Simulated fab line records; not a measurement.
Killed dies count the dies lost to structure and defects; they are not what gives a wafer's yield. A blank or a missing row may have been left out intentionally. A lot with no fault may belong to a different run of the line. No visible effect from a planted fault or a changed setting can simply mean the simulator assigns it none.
2 desks looking at one fault	flow berkeleyCmos170	every desk sees just its own numbers, and what lay behind them comes last

## FROM THE METROLOGY DESK
Means of the sampled wafers that have a number, per lot and without regard to the tool the lot ran on: this is what the gauges read. A lot is out of limits, marked OUT, if its mean lies more than 4 standard deviations from the usual mean; the brackets give that distance.
Columns: A = cdNm at UCB170_PLDD_CD_MEAS_06, usual 1199.9 nm; B = CONTACT_OVL at UCB170_CONTACT_OVL_MEAS_16, usual 2 nm; C = cdNm at UCB170_V2_CD_MEAS_12, usual 700.3 nm
lot	first seen here	A	B	C
L273	day 7 03:08	1200.5	6	700.0
L274	day 7 04:07	1200.2	1	700.2
L276	day 8 00:18	1199.6	9	698.8
L277	day 8 00:41	1198.4	5	699.6
L278	day 8 07:10	1201.4	5	702.5
L280	day 8 07:57	1200.1	-6	701.7
L281	day 9 01:40	1201.0	8	701.3
L284	day 9 15:51	1200.9	7	699.7
L283	day 9 15:56	1198.7	-2	699.4
L285	day 9 16:10	1199.2	-1	699.6
L286	day 9 19:46	1198.5	-7	699.9
L287	day 10 11:34	1201.8	1	699.9
L290	day 11 08:47	1198.7	-4	699.1
L293	day 11 16:43	1198.6	6	700.2
This desk's verdict: no lot among the 14 shows anything out of limits.

## FOR THE TOOL OWNER'S DESK: lithoTrack-04
The tool's own readings at UCB170_PVT_HMDS_00 (prime time 60 s): means of the sampled wafers that have a number, for each lot that ran on this tool. A lot is out of limits, marked OUT, if its mean lies more than 4 standard deviations from the usual mean; the brackets give that distance.
Columns: A = exhaustPa at UCB170_PVT_HMDS_00, usual 44.9 Pa; B = primeTempC at UCB170_PVT_HMDS_00, usual 99.98 C
lot	first seen here	A	B
L277	day 7 06:32	44.3	100.17
L278	day 7 11:19	44.2	100.17
L283	day 8 21:12	43.5	100.00
L285	day 8 22:42	44.4	100.06
L287	day 9 15:56	44.6	100.17
L290	day 10 10:04	46.0	104.90 (+38) OUT
L293	day 11 03:35	43.3	104.80 (+37) OUT
This desk's verdict: out of limits on L290, L293, starting with L290 at day 10 10:04 (primeTempC at UCB170_PVT_HMDS_00). L277, L278, L283, L285, L287 stayed within limits.

## TAKEN TOGETHER
At day 10 10:04, on L290, L293, the tool owner's desk was in a position to raise an alarm.
At the metrology desk, nothing out of limits was observed.
The metrology desk has L290, L293 on record, within its limits.
UCB170_PVT_HMDS_00 was run on lithoTrack-04 by each of the lots named.

## WHAT THE SIMULATOR PUT IN
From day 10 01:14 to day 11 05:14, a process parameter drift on lithoTrack-04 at UCB170_PVT_HMDS_00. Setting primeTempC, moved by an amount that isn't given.
Lots struck among those shown: L290, L293.
Hours from the fault's start to each desk's first reading out of limits: the tool owner's desk, 9.
